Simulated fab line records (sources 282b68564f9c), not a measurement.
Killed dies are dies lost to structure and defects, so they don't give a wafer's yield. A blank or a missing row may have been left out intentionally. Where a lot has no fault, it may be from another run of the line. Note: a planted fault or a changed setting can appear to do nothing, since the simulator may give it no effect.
A lot that was struck, set against a sound lot	flow ritCmos	27 steps out of a route of 202
Sound: the wafers L118.1, L118.2, L118.5. Struck: wafers L131.3, L131.5, L131.6. At the end, the cause is stated.
Each step with rows lists, per side, the tool, then ch with its chambers, then its first start. Under that, the readings that differ: sound wafers	struck wafers	difference of the means	sigmas: that difference in standard deviations of wafers without a fault.
alike: words and numbers the same on both sides, and readings whose means are apart by under 2 such deviations; not compared: readings that were withheld, readings missing a value for some wafer, numbers with overlapping values and no deviation given by the record, and bounds like >300 which may hide the same value.
The two part at a step that has a row with sigmas, a row that says differs or no value, or rows on one side only. Numbers that don't overlap but have no deviation are shown without sigmas and don't part them. A reading missing from all wafers of one side parts the sides only when that side holds two or more wafers.

RIT_CONTACT_SOFTBAKE_04: time 62.18 s.
  sound on lithoTrack-04 ch 0, day 3 22:34; struck on lithoTrack-03 ch 0, day 6 18:10
  alike: chillPlateTempC, plateSensorTCentreC, plateSensorTEdgeC, softbakeTempC
then, 3 steps without rows for these wafers: RIT_CONTACT_EXPOSE_05 (exposes mask M11, target cd 1000 nm); RIT_CONTACT_PEB_06; RIT_CONTACT_DEVELOP_07 (develop time 120 s).
RIT_CONTACT_CD_MEAS_08: the cd target is 1000 nm.
  sound on cdSem-01, day 3 23:21; struck on cdSem-02, day 6 18:57
  alike: cdNm
RIT_CONTACT_OVL_MEAS_09:
  sound on overlay-01, day 3 23:28; struck on overlay-02, day 6 19:03
  alike: CONTACT_OVL
then, 1 step without rows for these wafers: RIT_CONTACT_HARDBAKE_10 (time 60 s).
RIT_CONTACT_ETCH_11: etches SiO2 in CHF3/CF4/Ar, stops on TiSi2, target depth 480 nm, time 320 s.
  sound on rieDiel-01 ch 1,2, day 3 23:40; struck on rieDiel-03 ch 0,1, day 6 19:13
  alike: drypumpMotorCurrentA, mfcArSccm, oesProductAu, throttleValvePct
  not compared: rfHoursCounterH
RIT_CONTACT_STRIP_12: strips in O2, time 180 s.
  sound on plasmaAsher-02 ch 0,1, day 3 23:51; struck on plasmaAsher-02 ch 0,1, day 6 19:28
  alike: drypumpMotorCurrentA, rfReflPowerW
  not compared: rfHoursCounterH
RIT_CONTACT_CD_MEAS_90: the cd target is 1000 nm.
  sound on cdSem-01, day 4 00:02; struck on cdSem-02, day 6 19:38
  alike: cdNm
then, 2 steps without rows for these wafers: RIT_CONTACT_CLEAN_13 (cleans in SC1, time 600 s); RIT_CONTACT_CLEAN_14 (cleans in SC2, time 600 s).
RIT_M1_SPUTTER_00: material Al, target thk 400 nm, time 500 s.
  sound on pvdSputter-04, day 4 00:31; struck on pvdSputter-02, day 6 20:32
  alike: throttleValvePct
RIT_M1_RS_MEAS_01: uses a four-point probe to measure.
  sound on filmMetro-04, day 4 00:49; struck on filmMetro-02, day 6 21:52
reading	sound	struck	difference	sigmas
M1_AL_RS (ohm/sq)	0.0718 0.0717 0.0721	0.0363 0.0368 0.0369	-0.0352	-37
RIT_M1_THK_MEAS_02: measures by xrf.
  sound on filmMetro-04, day 4 00:56; struck on filmMetro-02, day 6 21:58
reading	sound	struck	difference	sigmas
M1_AL_THK (nm)	405 405 403	795 784 777	+381	+71
then, 6 steps without rows for these wafers: RIT_M1_HMDS_03 (prime time 60 s); RIT_M1_COAT_04 (resist thk 1300 nm); RIT_M1_SOFTBAKE_05 (time 60 s); RIT_M1_EXPOSE_06 (exposes mask M12, target cd 2600 nm); RIT_M1_PEB_07; RIT_M1_DEVELOP_08 (develop time 68 s).
RIT_M1_CD_MEAS_09: the cd target is 2600 nm.
  sound on cdSem-01, day 4 01:52; struck on cdSem-01, day 6 23:04
reading	sound	struck	difference	sigmas
cdNm (nm)	2599.8 2596.9 2596.7	2600.6 2602.1 2603.8	+4.4	+2
RIT_M1_OVL_MEAS_10:
  sound on overlay-02, day 4 01:59; struck on overlay-02, day 6 23:09
  alike: M1_OVL
then, 1 step without rows for these wafers: RIT_M1_HARDBAKE_11 (time 120 s).
RIT_M1_METAL_ETCH_12: etches Al in Cl2/BCl3, stops on SiO2, time 165 s, target depth 600 nm.
  sound on rieMetal-03 ch 0,1, day 4 02:16; struck on rieMetal-01 ch 0,1, day 6 23:37
reading	sound	struck	difference	sigmas
oesProductAu (a.u.)	0.779 0.796 0.776	1.016 1.027 1.016	+0.236	+24
model.etch.depthNm (nm)	408.7 409.5 408.4	594.3 601.2 595	+188.0	
model.M1.featureDepthNm (nm)	441.1 441.2 440.6	594.3 601.2 595	+155.9	
  alike: drypumpMotorCurrentA, mfcCl2Sccm, throttleValvePct
  not compared: rfHoursCounterH
then, 1 step without rows for these wafers: RIT_M1_STRIP_13 (strips in nmp, time 600 s).
RIT_M1_PROBE_99:
  sound on prober-02, day 4 04:32; struck on prober-01, day 7 01:55
reading	sound	struck	difference	sigmas
defectLimitedYield (%)	97.7 98.9 99.2	0 0 0	-99	-90
killed_at_M0_to_M3	0 0 0	258 250 257	+255	
killedDies	6 3 2	264 264 264	+260	+90
killedOnRim	2 0 0	70 70 70	+69	+50
killedOpen	1 2 1	5 8 4	+4	+2
sort_bin_5_function (%)	1.9 0.4 0.4	99.6 98.1 99.6	+98.2	+99 or more
sortNPass	258.0 261.0 262.0	0 0 0	-260	-90
sortYieldPct (%)	97.7 98.9 99.2	0 0 0	-99	-90
  alike: killedAtFrontEnd, killedShort, sort_bin_3_pad_short, sort_bin_6_memory

WHERE THEY PART
Earliest at RIT_M1_RS_MEAS_01; latest, in this record, at RIT_M1_PROBE_99.

WHY: the cause the simulator had injected
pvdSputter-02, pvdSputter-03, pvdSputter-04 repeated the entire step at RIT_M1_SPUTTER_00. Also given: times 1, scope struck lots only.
